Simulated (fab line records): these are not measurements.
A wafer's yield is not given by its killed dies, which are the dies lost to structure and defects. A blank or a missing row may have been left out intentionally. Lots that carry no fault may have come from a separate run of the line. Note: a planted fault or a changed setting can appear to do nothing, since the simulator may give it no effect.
Struck lot and sound lot, side by side -- flow berkeley-cmos170 -- 14 steps out of a route of 331
Sound: the wafers L521.2, L521.4, L521.5. Wafers L509.1, L509.4, L509.6 were the ones struck. The cause comes at the end.
Each step with rows lists, per side, the tool, then ch with its chambers, then its first start. Under that, the readings that differ: sound wafers -- struck wafers -- difference of the means -- sigmas: that difference in standard deviations of wafers without a fault.
alike: words and numbers the same on both sides, and readings whose means are apart by under 2 such deviations; not compared: readings that were withheld, readings missing a value for some wafer, numbers with overlapping values and no deviation given by the record, and bounds like >300 which may hide the same value.
Wherever a step has rows on one side only, a row that says differs or no value, or a row with sigmas, the two part there. Numbers that have no deviation but don't overlap get no sigmas and don't part them. A reading missing from all wafers of one side parts the sides only when that side holds two or more wafers.

first, 1 step without rows for these wafers: UCB170_M3_PRE_CLEAN_00 (preclean etch time 60 s).
UCB170_M3_SPUTTER_01: material Al, target thk 900 nm, time 120 s.
  sound on pvd-sputter-02, day 12 04:32; struck on pvd-sputter-02, day 9 04:30
  alike: throttle-valve-pct
UCB170_M3_RS_MEAS_02: uses a four-point probe to measure.
  sound on film-metro-03, day 12 04:38; struck on film-metro-01, day 9 04:35
  alike: M3_AL_RS
UCB170_M3_THK_MEAS_03: measures by xrf.
  sound on film-metro-03, day 12 04:44; struck on film-metro-01, day 9 04:42
  alike: M3_AL_THK
then, 3 steps without rows for these wafers: UCB170_M3_HMDS_04 (prime time 60 s); UCB170_M3_COAT_05 (resist thk 900 nm); UCB170_M3_SOFTBAKE_06 (time 60 s).
UCB170_M3_STRIP_07: strips in O2.
  sound on plasma-asher-01 ch 0, day 12 05:28; struck on plasma-asher-03 ch 0,1, day 9 05:13
reading,sound,struck,difference,sigmas
strip-time-to-endpoint-s (s),22.08 22.01 21.99,21.81 21.90 21.83,-0.18,-3
  alike: drypump-motor-current-A, oes-product-au
  not compared: rf-hours-counter-h
then, 4 steps without rows for these wafers: UCB170_M3_STRIP_08 (strips KrF in DMSO, time 600 s); UCB170_M3_COAT_09; UCB170_M3_COAT_10 (resist thk 900 nm); UCB170_M3_SOFTBAKE_11 (time 60 s).
UCB170_M3_EXPOSE_12: exposes mask METAL3, target cd 700 nm.
  struck on krf-scanner-01, day 9 05:59; sound on krf-scanner-02 ch 0, day 12 06:25
  no value came back on the struck wafers for exposure-dose-mJ-cm2, focus-offset-nm (nm); on the sound wafers exposure-dose-mJ-cm2 reads 25.991 25.979 25.993
  alike: mask
after that, 1 step had no rows for these wafers: UCB170_M3_PEB_13.

== WHERE THEY PART ==
Last at UCB170_M3_EXPOSE_12 as far as this record goes, first at UCB170_M3_STRIP_07.

WHY: the cause the simulator had injected
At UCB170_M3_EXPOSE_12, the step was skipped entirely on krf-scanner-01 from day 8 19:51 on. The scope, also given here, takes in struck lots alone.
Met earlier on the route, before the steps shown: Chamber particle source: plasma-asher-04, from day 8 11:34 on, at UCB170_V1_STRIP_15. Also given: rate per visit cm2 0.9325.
